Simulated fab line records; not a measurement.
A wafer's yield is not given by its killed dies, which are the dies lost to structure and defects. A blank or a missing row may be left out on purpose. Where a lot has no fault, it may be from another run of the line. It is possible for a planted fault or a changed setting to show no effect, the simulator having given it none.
A struck lot beside a sound one	flow berkeley-cmos170	44 out of 331 route steps
Sound: these wafers, L544.1, L544.4, L544.6. The struck wafers were L548.1, L548.2, L548.5. Last of all comes the cause.
At each step with rows: each side's tool, then ch and its chambers, then its first start. Under that, the readings that differ: sound wafers	struck wafers	difference of the means	sigmas: that difference in standard deviations of wafers without a fault.
alike: readings whose means differ by less than 2 such deviations, and words and numbers that are the same on both sides. not compared: withheld readings, readings that some wafer has no value for, bounds like >300 that may hide the same value, and numbers for which the record gives no deviation and whose values overlap.
A row with sigmas, a row that says differs or no value, or rows on one side alone: a step with any of these is where the two part. Numbers that have no deviation but don't overlap get no sigmas and don't part them. Lack of a reading on every wafer of one side parts them only where that side has two or more wafers.

UCB170_GATE_STRIP_16: strips in O2.
  sound on plasma-asher-01 ch 0,1, day 7 19:58; struck on plasma-asher-02 ch 0,1, day 9 06:20
  alike: drypump-motor-current-A, oes-product-au
  not compared: rf-hours-counter-h
UCB170_GATE_CD_MEAS_90: target cd 350 nm.
  sound: cd-sem-01 at day 7 20:04; struck: cd-sem-01 at day 9 06:41
  alike: cd-nm
then, 7 steps without rows for these wafers: UCB170_GATE_CLEAN_17 (cleans in SPM, time 600 s); UCB170_PLDD_HMDS_00 (prime time 60 s); UCB170_PLDD_COAT_01 (resist thk 900 nm); UCB170_PLDD_SOFTBAKE_02 (time 60 s); UCB170_PLDD_EXPOSE_03 (exposes mask PSELECT, target cd 1200 nm); UCB170_PLDD_PEB_04; UCB170_PLDD_DEVELOP_05 (develop time 45 s).
UCB170_PLDD_CD_MEAS_06: target cd 1200 nm.
  sound: cd-sem-02 at day 7 21:22; struck: cd-sem-02 at day 9 08:47
  alike: cd-nm
UCB170_PLDD_OVL_MEAS_07:
  sound: overlay-02 at day 7 21:29; struck: overlay-02 at day 9 08:55
reading	sound	struck	difference	sigmas
PLDD_OVL (nm)	2 12 7	-4 -5 -2	-11	-2
then, 1 step without rows for these wafers: UCB170_PLDD_IMPLANT_08.
UCB170_PLDD_IMPLANT_09:
  sound on implanter-04 ch 0, day 7 21:41; struck on implanter-02 ch 0, day 9 09:25
  alike: beam-on-s, end-station-pressure-torr
UCB170_PLDD_STRIP_10: strips in O2.
  sound on plasma-asher-02 ch 1, day 7 21:50; struck on plasma-asher-01 ch 0,1, day 9 09:34
  alike: drypump-motor-current-A, oes-product-au, strip-time-to-endpoint-s
  not compared: rf-hours-counter-h
UCB170_PLDD_TW_MEAS_11:
  sound: film-metro-01 at day 7 21:56; struck: film-metro-01 at day 9 09:43
reading	sound	struck	difference	sigmas
PLDD_TW	1003 1001 1002	1127 1134 1131	+129	+26
then, 7 steps without rows for these wafers: UCB170_PLDD_CLEAN_12 (cleans in SPM, time 600 s); UCB170_NLDD_HMDS_00 (prime time 60 s); UCB170_NLDD_COAT_01 (resist thk 900 nm); UCB170_NLDD_SOFTBAKE_02 (time 60 s); UCB170_NLDD_EXPOSE_03 (exposes mask NSELECT, target cd 1200 nm); UCB170_NLDD_PEB_04; UCB170_NLDD_DEVELOP_05 (develop time 45 s).
UCB170_NLDD_CD_MEAS_06: target cd 1200 nm.
  sound: cd-sem-02 at day 7 23:00; struck: cd-sem-01 at day 9 11:29
  alike: cd-nm
UCB170_NLDD_OVL_MEAS_07:
  sound: overlay-01 at day 7 23:07; struck: overlay-02 at day 9 11:36
  alike: NLDD_OVL
then, 2 steps without rows for these wafers: UCB170_NLDD_IMPLANT_08; UCB170_NLDD_IMPLANT_09.
UCB170_NLDD_STRIP_10: strips in O2.
  sound on plasma-asher-04 ch 0,1, day 7 23:28; struck on plasma-asher-02 ch 0,1, day 9 11:56
  alike: drypump-motor-current-A, oes-product-au, strip-time-to-endpoint-s
  not compared: rf-hours-counter-h
UCB170_NLDD_TW_MEAS_11:
  sound: film-metro-02 at day 7 23:34; struck: film-metro-01 at day 9 12:04
  alike: NLDD_TW
then, 1 step without rows for these wafers: UCB170_NLDD_CLEAN_12 (cleans in SPM, time 600 s).
UCB170_SPACER_CVD_00: deposits SiO2 from TEOS/O2, target thk 376 nm, time 47 s.
  sound on pecvd-01 ch 0,1,2, day 7 23:47; struck on pecvd-03 ch 1,2, day 9 12:18
  alike: heater-power-w
UCB170_SPACER_THK_MEAS_01:
  sound: film-metro-03 at day 7 23:50; struck: film-metro-04 at day 9 12:20
  alike: SPACER_TEOS_THK
then, 1 step without rows for these wafers: UCB170_SPACER_ANNEAL_02 (time 1800 s).
UCB170_SPACER_ETCHBACK_03: etches SiO2 in CHF3/CF4/Ar, stops on Si, target depth 376 nm, time 100 s.
  sound on rie-diel-01 ch 0,1,2, day 8 02:10; struck on rie-diel-01 ch 1,2, day 9 16:52
  alike: drypump-motor-current-A, oes-product-au, throttle-valve-pct
  not compared: rf-hours-counter-h
then, 6 steps without rows for these wafers: UCB170_PSD_HMDS_00 (prime time 60 s); UCB170_PSD_COAT_01 (resist thk 900 nm); UCB170_PSD_SOFTBAKE_02 (time 60 s); UCB170_PSD_EXPOSE_03 (exposes mask PSELECT MOD, target cd 1200 nm); UCB170_PSD_PEB_04; UCB170_PSD_DEVELOP_05 (develop time 45 s).
UCB170_PSD_CD_MEAS_06: target cd 1200 nm.
  sound: cd-sem-01 at day 8 04:43; struck: cd-sem-01 at day 9 18:27
  alike: cd-nm
UCB170_PSD_OVL_MEAS_07:
  sound: overlay-01 at day 8 04:50; struck: overlay-01 at day 9 18:34
  alike: PSD_OVL
then, 1 step without rows for these wafers: UCB170_PSD_IMPLANT_08.
UCB170_SDANNEAL_RS_MEAS_04: the measuring method here is four-point-probe.
  sound: film-metro-01 at day 8 12:02; struck: film-metro-03 at day 9 22:50
reading	sound	struck	difference	sigmas
PLDD_RS (ohm/sq)	1034 1032 1030	759 758 758	-274	-88
then, 1 step without rows for these wafers: UCB170_M3_PROBE_99.

== WHERE THEY PART ==
Last at UCB170_SDANNEAL_RS_MEAS_04 as far as this record goes, first at UCB170_PLDD_OVL_MEAS_07.

WHY: what the simulator had put in
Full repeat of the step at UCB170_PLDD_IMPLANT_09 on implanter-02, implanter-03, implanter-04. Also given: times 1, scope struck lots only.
